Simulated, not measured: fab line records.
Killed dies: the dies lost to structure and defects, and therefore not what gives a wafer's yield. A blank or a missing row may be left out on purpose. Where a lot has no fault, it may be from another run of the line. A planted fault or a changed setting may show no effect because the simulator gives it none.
Lot-split experiment | flow ritCmos | 23 wafers read from 5 lots, route of 202 steps

ON THE SPLIT
At RIT_M1_SPUTTER_00 (material Al, target thk 400 nm, time 500 s), the setting powerW was moved away from the recipe's 2000 W on 9 of the 23 wafers read, by -3.4% to +10.1%. The other wafers ran this setting at the recipe's value.

SPLIT TO READING: what lies between them in the file, 1 step
- RIT_M1_RS_MEAS_01: measures by four-point-probe

THE READING
M1_AL_THK, in nm, at RIT_M1_THK_MEAS_02 (measures by xrf). On this fab line, fault-free wafers typically give 406 nm with a standard deviation of 5.6 nm.

wafer  | tool, chamber at the split | powerW as run, W | against the recipe | M1_AL_THK, nm | against lot-mates on the recipe
L075.1 | pvdSputter-01, -           | 2000             | recipe             | 407           | -
L075.2 | pvdSputter-01, -           | 2000             | recipe             | 413           | -
L075.3 | pvdSputter-01, -           | 2000             | recipe             | 406           | -
L077.1 | pvdSputter-01, -           | 2000             | recipe             | 417           | -
L077.3 | pvdSputter-01, -           | 2102             | +5.1%              | 433           | +19
L077.4 | pvdSputter-01, -           | 2000             | recipe             | 411           | -
L077.5 | pvdSputter-01, -           | 2102             | +5.1%              | 433           | +19
L077.6 | pvdSputter-01, -           | 2102             | +5.1%              | 426           | +12
L078.2 | pvdSputter-01, -           | 2202             | +10.1%             | 436           | +35
L078.3 | pvdSputter-01, -           | 2000             | recipe             | 405           | -
L078.4 | pvdSputter-01, -           | 2202             | +10.1%             | 442           | +41
L078.5 | pvdSputter-01, -           | 2000             | recipe             | 395           | -
L078.6 | pvdSputter-01, -           | 2000             | recipe             | 402           | -
L080.1 | pvdSputter-02, -           | 2000             | recipe             | 412           | -
L080.2 | pvdSputter-02, -           | 2000             | recipe             | 410           | -
L080.3 | pvdSputter-02, -           | 2000             | recipe             | 409           | -
L080.4 | pvdSputter-02, -           | 1931             | -3.4%              | 390           | -20
L080.6 | pvdSputter-02, -           | 1931             | -3.4%              | 389           | -21
L084.1 | pvdSputter-02, -           | 2000             | recipe             | 399           | -
L084.3 | pvdSputter-02, -           | 2066             | +3.3%              | 422           | +18
L084.4 | pvdSputter-02, -           | 2000             | recipe             | 405           | -
L084.5 | pvdSputter-02, -           | 2000             | recipe             | 407           | -
L084.6 | pvdSputter-02, -           | 2066             | +3.3%              | 414           | +10

THE FIT
A straight line over all 23 wafers: M1_AL_THK changes by +3.71 nm for each +1% of powerW; r = +0.92; the points scatter about the line by 5.7 nm.
The same after taking each lot's own level away (the mean of its wafers on the recipe; 23 wafers): +4 nm for each +1%; r = +0.96; scatter 4 nm.
On that fit, the largest move of powerW shifts the reading by 40 nm.
The span of the lots' own levels, 400.7 to 414.0 nm, comes to 2.4 times the standard deviation stated above.
So the lot-to-lot level changes the slope little: the two slopes agree.
Check: +40.9 nm against its lot-mates is what the line predicts for one of the wafers moved furthest among these (+10.1%) when that wafer is left out of the fit. It came out at +35.3 nm against them.

FURTHER SPLITS ON THESE WAFERS
Other splits were also applied to these wafers ahead of the reading. Each is held against what the fit with the lots' levels taken away leaves over:
other split on the same wafers | wafers away from the commonest value | r with M1_AL_THK (lot level and that fit taken away)
RIT_SILICIDE_SPUTTER_01 powerW | 11                                   | -0.26
RIT_CONTACT_CVD_00 timeS       | 8                                    | +0.02

THE WHOLE CHAIN: every reading that the file lists as answering this split, in the file's order
step               | what it does                               | reading                                                                    | change (the file's fit)               | r (the file's)
RIT_M1_SPUTTER_00  | material Al, target thk 400 nm, time 500 s | Al_of_M1_SPUTTER_00.thkNm (the simulator's own value, which no gauge read) | +3.79 nm for each +1% of the setting  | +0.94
RIT_M1_RS_MEAS_01  | measures by four-point-probe               | M1_AL_RS                                                                   | -0.000668 for each +1% of the setting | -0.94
RIT_M1_THK_MEAS_02 | measures by xrf                            | M1_AL_THK                                                                  | +3.92 for each +1% of the setting     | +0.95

THE FILE'S OWN FIT
M1_AL_THK changes by +3.92 nm for each +1% of powerW, r = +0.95.
